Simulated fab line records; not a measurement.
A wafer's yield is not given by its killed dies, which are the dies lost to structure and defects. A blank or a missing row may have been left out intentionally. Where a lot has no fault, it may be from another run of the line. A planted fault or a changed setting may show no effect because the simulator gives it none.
A struck lot beside a sound one | flow berkeley-cmos170 | 17 out of 331 route steps
Sound: the wafers L157.2, L157.3, L157.4. Struck: wafers L165.1, L165.4, L165.5. Last of all comes the cause.
For every step that has rows: the tool of each side, followed by ch and its chambers, followed by its first start. Under that, the readings that differ: sound wafers | struck wafers | difference of the means | sigmas: that difference in standard deviations of wafers without a fault.
alike: a reading whose means differ by less than 2 such deviations, as well as words and numbers matching on both sides. not compared: withheld readings; readings where some wafer has no value; bounds like >300 that might hide an equal value; numbers whose values overlap and for which the record gives no deviation.
Wherever a step has rows on one side only, a row that says differs or no value, or a row with sigmas, the two part there. Non-overlapping numbers with no deviation appear without sigmas and do not part them. A reading that every wafer of one side lacks parts them only if that side has two wafers or more.

UCB170_START_BOW_MEAS_00:
  sound on film-metro-01, day 2 11:01; struck on film-metro-01, day 4 03:00
  alike: INCOMING_BOW
then, 1 step without rows for these wafers: UCB170_START_CLEAN_01 (cleans in dHF, time 60 s).
UCB170_START_OXIDATION_02: target thk 20 nm, ox time 1800 s.
  sound on furnace-01 ch 0, day 2 16:05; struck on furnace-03 ch 0, day 4 08:19
  alike: ox-temp-c-max
UCB170_START_THK_MEAS_03:
  sound on film-metro-02, day 2 17:36; struck on film-metro-02, day 4 09:49
  reading              | sound          | struck         | difference | sigmas
  START_OXIDE_THK (nm) | 21.1 21.1 21.0 | 30.4 30.1 30.7 | +9.3       | +22
then, 7 steps without rows for these wafers: UCB170_START_ANNEAL_04 (time 1200 s); UCB170_ZERO_HMDS_00 (prime time 60 s); UCB170_ZERO_COAT_01 (resist thk 900 nm); UCB170_ZERO_SOFTBAKE_02 (time 60 s); UCB170_ZERO_EXPOSE_03 (exposes mask PM MARKS, target cd 4000 nm); UCB170_ZERO_PEB_04; UCB170_ZERO_DEVELOP_05 (develop time 45 s).
UCB170_ZERO_ETCH_06: etches SiO2 in CHF3/CF4/Ar, time 12 s.
  sound on rie-diel-01 ch 0,1,3, day 3 00:24; struck on rie-diel-02 ch 0,3, day 4 12:53
  alike: chamber-pressure-mTorr, drypump-motor-current-A, oes-product-au, throttle-valve-pct
  not compared: rf-hours-counter-h
UCB170_ZERO_STRIP_07: strips in O2.
  sound on plasma-asher-04 ch 0,1, day 3 00:26; struck on plasma-asher-02 ch 0,1, day 4 12:55
  reading                      | sound             | struck            | difference | sigmas
  strip-time-to-endpoint-s (s) | 21.42 21.47 21.44 | 21.58 21.56 21.64 | +0.15      | +3
  alike: chamber-pressure-mTorr, drypump-motor-current-A, oes-product-au
  not compared: rf-hours-counter-h
then, 1 step without rows for these wafers: UCB170_NWELL_WET_ETCH_00 (etches SiO2 in dHF, time 200 s).
UCB170_NWELL_OXIDATION_01: target thk 26.4 nm, ox time 1260 s.
  sound on furnace-02 ch 0, day 3 02:35; struck on furnace-02 ch 0, day 4 14:30
  alike: ox-temp-c-max
  not compared: model.SiO2_of_NWELL_OXIDATION_01.thk-nm
UCB170_NWELL_THK_MEAS_02:
  sound on film-metro-02, day 3 03:57; struck on film-metro-03, day 4 15:51
  alike: NWELL_OXIDE_THK
next, for these wafers, 1 step has no rows: UCB170_M3_PROBE_99.

== WHERE THEY PART ==
Last at UCB170_ZERO_STRIP_07 as far as this record goes, first at UCB170_START_THK_MEAS_03. Later steps at which nothing parts them and some readings are alike: UCB170_NWELL_OXIDATION_01, UCB170_NWELL_THK_MEAS_02.

WHY: whatever the simulator had introduced
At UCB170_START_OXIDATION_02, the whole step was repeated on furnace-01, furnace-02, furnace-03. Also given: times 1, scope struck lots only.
